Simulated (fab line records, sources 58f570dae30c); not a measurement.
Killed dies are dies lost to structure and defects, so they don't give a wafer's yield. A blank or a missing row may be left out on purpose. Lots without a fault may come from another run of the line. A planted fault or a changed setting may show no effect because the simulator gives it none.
One fault seen from 2 desks | flow berkeley_cmos170 | each desk has only its own numbers; what lay behind them comes last

THE METROLOGY DESK
What the gauges read, lot by lot, whatever tool the lot ran on: means of the sampled wafers that have a number. A lot is out of limits, marked OUT, if its mean lies more than 4 standard deviations from the usual mean; the brackets give that distance.
Columns: A = NWELL_NITRIDE_THK at UCB170_NWELL_THK_MEAS_05, usual 226.3 nm; B = NVT_OVL at UCB170_NVT_OVL_MEAS_06, usual -1 nm; C = cd_nm at UCB170_GATE_CD_MEAS_12, usual 350.2 nm; D = NSD_OVL at UCB170_NSD_OVL_MEAS_07, usual 1 nm
lot  | first seen here | A     | B  | C                | D
L729 | day 2 06:23     | 223.5 | 3  | 348.5            | 4
L731 | day 2 15:40     | 224.2 | 4  | 351.9            | -4
L733 | day 3 01:49     | 228.4 | 2  | 349.0            | 7
L734 | day 3 05:41     | 225.7 | -5 | 349.8            | 0
L735 | day 3 11:51     | 226.2 | -7 | 352.1            | -3
L737 | day 3 21:47     | 225.5 | 3  | 348.4            | -2
L738 | day 4 04:05     | 226.7 | 4  | 351.4            | -3
L739 | day 4 11:22     | 225.8 | -4 | 348.0            | -5
L740 | day 4 17:35     | 226.2 | -1 | 351.7            | 1
L744 | day 5 12:19     | 227.0 | -6 | 352.3            | 6
L746 | day 5 20:05     | 227.9 | -3 | 351.4            | 1
L748 | day 6 07:43     | 223.4 | -5 | 342.5 (-5.5) OUT | 5
L749 | day 6 08:44     | 226.2 | -2 | 342.1 (-5.8) OUT | -1
L750 | day 6 15:58     | 224.3 | -2 | 340.2 (-7.1) OUT | 1
L752 | day 7 00:33     | 223.4 | 5  | 351.5            | 1
This desk's finding: out of limits on L748, L749, L750; first on L750, day 10 16:35 (cd_nm at UCB170_GATE_CD_MEAS_12). In limits: L729, L731, L733, L734, L735, L737, L738, L739, L740, L744, L746, L752.

THE TOOL OWNER'S DESK: krf_scanner-02
The tool's own readings at UCB170_GATE_EXPOSE_09 (exposes mask POLY, target cd 350 nm): means of the sampled wafers that have a number, for each lot that ran on this tool. A lot is out of limits, marked OUT, if its mean lies more than 4 standard deviations from the usual mean; the brackets give that distance.
Columns: A = exposure_dose_mJ_cm2 at UCB170_GATE_EXPOSE_09, usual 21.149
lot  | first seen here | A
L731 | day 6 13:20     | 21.151
L729 | day 6 13:57     | 21.145
L734 | day 7 02:36     | 21.148
L735 | day 7 21:11     | 21.165
L738 | day 8 02:32     | 21.168
L746 | day 10 02:07    | 21.163
L750 | day 10 16:11    | 21.147
L749 | day 10 16:17    | 21.131
L748 | day 10 16:26    | 21.146
This desk's finding: nothing out of limits on any of the 9 lots.

PUT TOGETHER
The metrology desk could have raised an alarm at day 10 16:35, on L748, L749, L750.
The tool owner's desk saw nothing out of limits.
The tool owner's desk has L748, L749, L750 on record, within its limits.
Of the lots named, all ran UCB170_GATE_EXPOSE_09 on krf_scanner-02.

WHAT THE SIMULATOR HAD PUT IN
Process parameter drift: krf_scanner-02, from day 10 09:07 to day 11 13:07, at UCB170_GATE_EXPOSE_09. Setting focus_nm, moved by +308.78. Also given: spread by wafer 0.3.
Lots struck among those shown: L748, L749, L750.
Hours from the fault's start to each desk's first reading out of limits: the metrology desk, 7.
